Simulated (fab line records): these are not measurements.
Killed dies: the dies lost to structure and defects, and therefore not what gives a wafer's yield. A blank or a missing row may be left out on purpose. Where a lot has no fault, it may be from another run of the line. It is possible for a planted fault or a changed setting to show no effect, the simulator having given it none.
Which tool was responsible? :: flow berkeley cmos170 :: 15 lots, 45 wafers sampled, at 4 steps of a route of 331

## WHAT THE GAUGES READ, wafer by wafer
UCB170_M3_CD_MEAS_90 targets a cd of 700 nm. Usual: cd nm 701 nm, standard deviation 3.4.
lot: L194
measured: day 6 23:38
on: cd sem-02
cd nm (nm): 701 699 701
flag: 

lot: L195
measured: day 7 16:23
on: cd sem-01
cd nm (nm): 701 704 698
flag: 

lot: L196
measured: day 7 16:54
on: cd sem-01
cd nm (nm): 701 707 700
flag: 

lot: L197
measured: day 8 09:26
on: cd sem-02
cd nm (nm): 705 700 706
flag: 

lot: L199
measured: day 8 09:44
on: cd sem-02
cd nm (nm): 698 696 701
flag: 

lot: L198
measured: day 8 10:02
on: cd sem-01
cd nm (nm): 698 700 696
flag: 

lot: L201
measured: day 8 16:52
on: cd sem-02
cd nm (nm): 702 699 703
flag: 

lot: L202
measured: day 9 13:19
on: cd sem-01
cd nm (nm): 697 700 696
flag: 

lot: L203
measured: day 9 13:34
on: cd sem-01
cd nm (nm): 699 703 699
flag: 

lot: L205
measured: day 9 21:48
on: cd sem-01
cd nm (nm): 697 701 702
flag: 

lot: L204
measured: day 9 21:55
on: cd sem-01
cd nm (nm): 704 704 705
flag: 

lot: L212
measured: day 11 14:55
on: cd sem-02
cd nm (nm): 696 696 699
flag: 

lot: L214
measured: day 12 00:47
on: cd sem-01
cd nm (nm): 697 696 696
flag: 

lot: L216
measured: day 12 10:24
on: cd sem-01
cd nm (nm): 698 698 698
flag: 

lot: L217
measured: day 12 07:35
on: cd sem-02
cd nm (nm): 706 700 704
flag: 

## TOOL THAT RAN EACH LOT (tool first, then ch and the chambers of the sampled wafers, then the start)
lot: L194
UCB170_M1_SPUTTER_00: pvd sputter-03, day 6 08:33
UCB170_V2_ETCH_14: rie diel-02 ch 0,2,3, day 6 20:44
UCB170_V2_STRIP_15: plasma asher-02 ch 0,1, day 6 20:55

lot: L195
UCB170_M1_SPUTTER_00: pvd sputter-02, day 6 22:02
UCB170_V2_ETCH_14: rie diel-02 ch 0,1,2, day 7 13:28
UCB170_V2_STRIP_15: plasma asher-04 ch 0,1, day 7 13:39

lot: L196
UCB170_M1_SPUTTER_00: pvd sputter-03, day 6 22:10
UCB170_V2_ETCH_14: rie diel-03 ch 0,1,3, day 7 14:07
UCB170_V2_STRIP_15: plasma asher-02 ch 0,1, day 7 14:18

lot: L197
UCB170_M1_SPUTTER_00: pvd sputter-03, day 7 10:47
UCB170_V2_ETCH_14: rie diel-02 ch 1,2,3, day 8 05:59
UCB170_V2_STRIP_15: plasma asher-03 ch 0,1, day 8 06:07

lot: L199
UCB170_M1_SPUTTER_00: pvd sputter-01, day 7 11:16
UCB170_V2_ETCH_14: rie diel-03 ch 1,2,3, day 8 06:11
UCB170_V2_STRIP_15: plasma asher-04 ch 0,1, day 8 06:21

lot: L198
UCB170_M1_SPUTTER_00: pvd sputter-03, day 7 12:12
UCB170_V2_ETCH_14: rie diel-04 ch 0,1,3, day 8 06:27
UCB170_V2_STRIP_15: plasma asher-03 ch 0,1, day 8 06:38

lot: L201
UCB170_M1_SPUTTER_00: pvd sputter-03, day 7 22:53
UCB170_V2_ETCH_14: rie diel-02 ch 1,2, day 8 13:33
UCB170_V2_STRIP_15: plasma asher-04 ch 0,1, day 8 13:46

lot: L202
UCB170_M1_SPUTTER_00: pvd sputter-01, day 8 21:28
UCB170_V2_ETCH_14: rie diel-02 ch 0,1,2, day 9 09:50
UCB170_V2_STRIP_15: plasma asher-03 ch 1, day 9 10:01

lot: L203
UCB170_M1_SPUTTER_00: pvd sputter-02, day 8 21:38
UCB170_V2_ETCH_14: rie diel-03 ch 2,3, day 9 10:26
UCB170_V2_STRIP_15: plasma asher-02 ch 0,1, day 9 10:39

lot: L205
UCB170_M1_SPUTTER_00: pvd sputter-01, day 9 03:37
UCB170_V2_ETCH_14: rie diel-02 ch 0,3, day 9 18:25
UCB170_V2_STRIP_15: plasma asher-03 ch 0, day 9 18:40

lot: L204
UCB170_M1_SPUTTER_00: pvd sputter-03, day 9 05:39
UCB170_V2_ETCH_14: rie diel-04 ch 1,2,3, day 9 18:41
UCB170_V2_STRIP_15: plasma asher-02 ch 0,1, day 9 18:52

lot: L212
UCB170_M1_SPUTTER_00: pvd sputter-01, day 10 21:30
UCB170_V2_ETCH_14: rie diel-03 ch 0,1,2, day 11 11:59
UCB170_V2_STRIP_15: plasma asher-04 ch 0,1, day 11 12:10

lot: L214
UCB170_M1_SPUTTER_00: pvd sputter-01, day 11 09:07
UCB170_V2_ETCH_14: rie diel-04 ch 1,3, day 11 21:52
UCB170_V2_STRIP_15: plasma asher-04 ch 0,1, day 11 22:02

lot: L216
UCB170_M1_SPUTTER_00: pvd sputter-01, day 11 13:41
UCB170_V2_ETCH_14: rie diel-03 ch 1,2, day 12 07:32
UCB170_V2_STRIP_15: plasma asher-03 ch 0,1, day 12 07:43

lot: L217
UCB170_M1_SPUTTER_00: pvd sputter-02, day 11 16:44
UCB170_V2_ETCH_14: rie diel-02 ch 0,1, day 12 04:35
UCB170_V2_STRIP_15: plasma asher-04 ch 0,1, day 12 04:46
- UCB170_M1_SPUTTER_00: material Al, target thk 600 nm, time 80 s.
- UCB170_V2_ETCH_14: etches SiO2 in CHF3/CF4/Ar, stops on Al, target depth 1250 nm, time 291 s.
- UCB170_V2_STRIP_15: strips in O2.

## WHAT THE TOOLS THEMSELVES READ (means of the sampled wafers that have a number; where no wafer has one, the mark that the record gives instead)
UCB170_M1_SPUTTER_00. Usual: throttle valve pct 29.7 %, standard deviation 0.52.
lot: L194
tool: pvd sputter-03
throttle valve pct (%): 29.6
flag: 

lot: L195
tool: pvd sputter-02
throttle valve pct (%): 29.0
flag: 

lot: L196
tool: pvd sputter-03
throttle valve pct (%): 29.6
flag: 

lot: L197
tool: pvd sputter-03
throttle valve pct (%): 29.5
flag: 

lot: L199
tool: pvd sputter-01
throttle valve pct (%): 29.6
flag: 

lot: L198
tool: pvd sputter-03
throttle valve pct (%): 29.7
flag: 

lot: L201
tool: pvd sputter-03
throttle valve pct (%): 29.8
flag: 

lot: L202
tool: pvd sputter-01
throttle valve pct (%): 29.9
flag: 

lot: L203
tool: pvd sputter-02
throttle valve pct (%): 30.4
flag: 

lot: L205
tool: pvd sputter-01
throttle valve pct (%): 30.0
flag: 

lot: L204
tool: pvd sputter-03
throttle valve pct (%): 29.7
flag: 

lot: L212
tool: pvd sputter-01
throttle valve pct (%): 29.3
flag: 

lot: L214
tool: pvd sputter-01
throttle valve pct (%): 29.5
flag: 

lot: L216
tool: pvd sputter-01
throttle valve pct (%): 29.9
flag: 

lot: L217
tool: pvd sputter-02
throttle valve pct (%): 29.6
flag: 

UCB170_V2_ETCH_14. Usual: drypump motor current A 5.8 A, standard deviation 0.43; oes product au 0.870 a.u., standard deviation 0.016; rf fwd power W 698.6 W, standard deviation 2.1; throttle valve pct 6.97 %, standard deviation 0.15.
lot: L194
tool: rie diel-02
drypump motor current A (A): 5.5
oes product au (a.u.): 0.876
rf fwd power W (W): 696.9
throttle valve pct (%): 6.99
flag: 

lot: L195
tool: rie diel-02
drypump motor current A (A): 5.4
oes product au (a.u.): 0.876
rf fwd power W (W): 701.1
throttle valve pct (%): 6.96
flag: 

lot: L196
tool: rie diel-03
drypump motor current A (A): 6.1
oes product au (a.u.): 0.863
rf fwd power W (W): 696.9
throttle valve pct (%): 6.95
flag: 

lot: L197
tool: rie diel-02
drypump motor current A (A): 5.5
oes product au (a.u.): 0.881
rf fwd power W (W): 696.8
throttle valve pct (%): 6.90
flag: 

lot: L199
tool: rie diel-03
drypump motor current A (A): 6.0
oes product au (a.u.): 0.864
rf fwd power W (W): 697.2
throttle valve pct (%): 6.98
flag: 

lot: L198
tool: rie diel-04
drypump motor current A (A): 6.2
oes product au (a.u.): 0.868
rf fwd power W (W): 698.5
throttle valve pct (%): 6.94
flag: 

lot: L201
tool: rie diel-02
drypump motor current A (A): 5.4
oes product au (a.u.): 0.895
rf fwd power W (W): 699.0
throttle valve pct (%): 6.79
flag: 

lot: L202
tool: rie diel-02
drypump motor current A (A): 5.4
oes product au (a.u.): 0.879
rf fwd power W (W): 699.9
throttle valve pct (%): 6.95
flag: 

lot: L203
tool: rie diel-03
drypump motor current A (A): 6.3
oes product au (a.u.): 0.860
rf fwd power W (W): 697.9
throttle valve pct (%): 7.02
flag: 

lot: L205
tool: rie diel-02
drypump motor current A (A): 5.6
oes product au (a.u.): 0.865
rf fwd power W (W): 698.9
throttle valve pct (%): 7.16
flag: 

lot: L204
tool: rie diel-04
drypump motor current A (A): 6.2
oes product au (a.u.): 0.871
rf fwd power W (W): 698.5
throttle valve pct (%): 7.03
flag: 

lot: L212
tool: rie diel-03
drypump motor current A (A): 6.3
oes product au (a.u.): 0.852
rf fwd power W (W): 699.2
throttle valve pct (%): 7.02
flag: 

lot: L214
tool: rie diel-04
drypump motor current A (A): 6.4
oes product au (a.u.): 0.878
rf fwd power W (W): 696.4
throttle valve pct (%): 7.06
flag: 

lot: L216
tool: rie diel-03
drypump motor current A (A): 6.3
oes product au (a.u.): 0.850
rf fwd power W (W): 700.2
throttle valve pct (%): 7.06
flag: 

lot: L217
tool: rie diel-02
drypump motor current A (A): 5.5
oes product au (a.u.): 0.868
rf fwd power W (W): 700.4
throttle valve pct (%): 7.11
flag: 

UCB170_V2_STRIP_15. Usual: drypump motor current A 5.58 A, standard deviation 0.25; oes product au 0.723 a.u., standard deviation 0.0047; strip time to endpoint s 15.30 s, standard deviation 0.1.
lot: L194
tool: plasma asher-02
drypump motor current A (A): 5.59
oes product au (a.u.): 0.718
strip time to endpoint s (s): 15.43
flag: 

lot: L195
tool: plasma asher-04
drypump motor current A (A): 5.50
oes product au (a.u.): 0.719
strip time to endpoint s (s): 15.42
flag: 

lot: L196
tool: plasma asher-02
drypump motor current A (A): 5.52
oes product au (a.u.): 0.717
strip time to endpoint s (s): 15.29
flag: 

lot: L197
tool: plasma asher-03
drypump motor current A (A): 5.61
oes product au (a.u.): 0.725
strip time to endpoint s (s): 15.27
flag: 

lot: L199
tool: plasma asher-04
drypump motor current A (A): 5.78
oes product au (a.u.): 0.725
strip time to endpoint s (s): 15.48
flag: 

lot: L198
tool: plasma asher-03
drypump motor current A (A): 5.51
oes product au (a.u.): 0.724
strip time to endpoint s (s): 15.12
flag: 

lot: L201
tool: plasma asher-04
drypump motor current A (A): 5.76
oes product au (a.u.): 0.723
strip time to endpoint s (s): 15.44
flag: 

lot: L202
tool: plasma asher-03
drypump motor current A (A): 5.70
oes product au (a.u.): 0.724
strip time to endpoint s (s): 15.41
flag: 

lot: L203
tool: plasma asher-02
drypump motor current A (A): 5.55
oes product au (a.u.): 0.718
strip time to endpoint s (s): 15.35
flag: 

lot: L205
tool: plasma asher-03
drypump motor current A (A): 5.42
oes product au (a.u.): 0.725
strip time to endpoint s (s): 15.36
flag: 

lot: L204
tool: plasma asher-02
drypump motor current A (A): 5.53
oes product au (a.u.): 0.718
strip time to endpoint s (s): 15.31
flag: 

lot: L212
tool: plasma asher-04
drypump motor current A (A): 5.76
oes product au (a.u.): 0.721
strip time to endpoint s (s): 15.35
flag: 

lot: L214
tool: plasma asher-04
drypump motor current A (A): 5.49
oes product au (a.u.): 0.723
strip time to endpoint s (s): 15.28
flag: 

lot: L216
tool: plasma asher-03
drypump motor current A (A): 5.52
oes product au (a.u.): 0.724
strip time to endpoint s (s): 15.35
flag: 

lot: L217
tool: plasma asher-04
drypump motor current A (A): 5.50
oes product au (a.u.): 0.726
strip time to endpoint s (s): 15.34
flag: 

## THE ANSWER, worked out from the rows above alone
Rule: take the mean of a lot's wafers that have a number; if it is more than 3 standard deviations from the usual mean, the lot is off. A lot without any number at a reading at which 4 lots or more have one is off too. The other lots that the step has rows for count as sound. First the gauges in route order, then the tools' own readings, where a lot's mean is used as printed above. At the first step where some lot is off, the reading lying furthest off is the one used; lots without a number count as furthest.
No lot is off on any of the readings shown, so nothing can be concluded from this.

## WHAT THE SIMULATOR HAD INSERTED
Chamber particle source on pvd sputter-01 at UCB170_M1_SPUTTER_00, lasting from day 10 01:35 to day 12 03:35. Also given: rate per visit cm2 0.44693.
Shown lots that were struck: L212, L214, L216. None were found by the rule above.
